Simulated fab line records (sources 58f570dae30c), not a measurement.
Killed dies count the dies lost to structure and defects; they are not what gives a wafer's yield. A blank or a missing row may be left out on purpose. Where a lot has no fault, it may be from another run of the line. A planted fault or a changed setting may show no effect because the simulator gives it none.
Which tool is to blame? -- flow berkeley_cmos170 -- at 1 step of a route of 331, 15 lots with 45 wafers sampled

## WHAT EACH GAUGE READ, for each wafer
The record holds no reading of a measuring or inspecting step that can be judged against a usual standard deviation.

## WHAT TOOL EACH LOT RAN ON (gives the tool, then ch and the chambers of the sampled wafers, and finally the start)
lot,UCB170_PSD_CLEAN_11
L695,"wet_bench-01 ch 3, day 7 11:04"
L699,"wet_bench-02 ch 1, day 8 09:47"
L697,"wet_bench-02 ch 2, day 8 09:58"
L698,"wet_bench-03 ch 3, day 8 10:08"
L700,"wet_bench-03 ch 0, day 8 13:37"
L702,"wet_bench-01 ch 0, day 9 10:45"
L704,"wet_bench-01 ch 1, day 9 10:45"
L707,"wet_bench-01 ch 1, day 9 23:44"
L709,"wet_bench-01 ch 2, day 10 10:35"
L710,"wet_bench-01 ch 1, day 10 10:48"
L712,"wet_bench-01 ch 1, day 11 03:04"
L716,"wet_bench-02 ch 1, day 11 15:35"
L715,"wet_bench-02 ch 0, day 11 15:56"
L717,"wet_bench-02 ch 0, day 11 15:56"
L718,"wet_bench-01 ch 2, day 12 03:52"
- UCB170_PSD_CLEAN_11: cleans in SPM, time 600 s.

## AS READ BY THE TOOLS THEMSELVES (means over the sampled wafers that have a number; for cases with no such wafer, the mark the record gives instead)
UCB170_PSD_CLEAN_11. Usual: bath_guard_temp_C 120.3 C, standard deviation 0.32; bath_heat_duty_pct 12.9 %, standard deviation 1.5; temp_c 119.96 C, standard deviation 0.13.
lot,tool,bath_guard_temp_C (C),bath_heat_duty_pct (%),temp_c (C),flag
L695,wet_bench-01,120.1,13.3,120.13,
L699,wet_bench-02,120.6,14.5,119.89,
L697,wet_bench-02,120.0,12.5,120.07,
L698,wet_bench-03,119.9,12.1,119.95,
L700,wet_bench-03,120.4,13.4,120.02,
L702,wet_bench-01,120.0,14.9,119.89,
L704,wet_bench-01,120.5,12.3,119.90,
L707,wet_bench-01,-,-,-,OFF
L709,wet_bench-01,-,-,-,OFF
L710,wet_bench-01,-,-,-,OFF
L712,wet_bench-01,120.2,12.2,119.83,
L716,wet_bench-02,120.9,14.3,119.95,
L715,wet_bench-02,120.6,13.7,119.93,
L717,wet_bench-02,120.6,14.6,120.03,
L718,wet_bench-01,120.6,11.1,119.92,

## THE ANSWER, worked out from the rows above alone
Rule: a lot counts as off when the mean over its wafers that have a number is more than 3 standard deviations away from the usual mean. Also off: a lot with no number at a reading for which 4 or more lots have one. All remaining lots with rows at the step are treated as sound. First the gauges in route order, then the tools' own readings, where a lot's mean is used as printed above. The first step at which some lot is off is used, and at that step the reading that is off furthest; a lot without a number counts as furthest.
Off, at UCB170_PSD_CLEAN_11 on bath_guard_temp_C: L707, L709, L710. Without a number there: L707, L709, L710.
If a tool, at that step or one of the process steps before it, ran each lot that is off and ran no sound lot following the first of them, it fits. Not one of the candidates tried fits.

## WHAT HAD BEEN PUT IN BY THE SIMULATOR
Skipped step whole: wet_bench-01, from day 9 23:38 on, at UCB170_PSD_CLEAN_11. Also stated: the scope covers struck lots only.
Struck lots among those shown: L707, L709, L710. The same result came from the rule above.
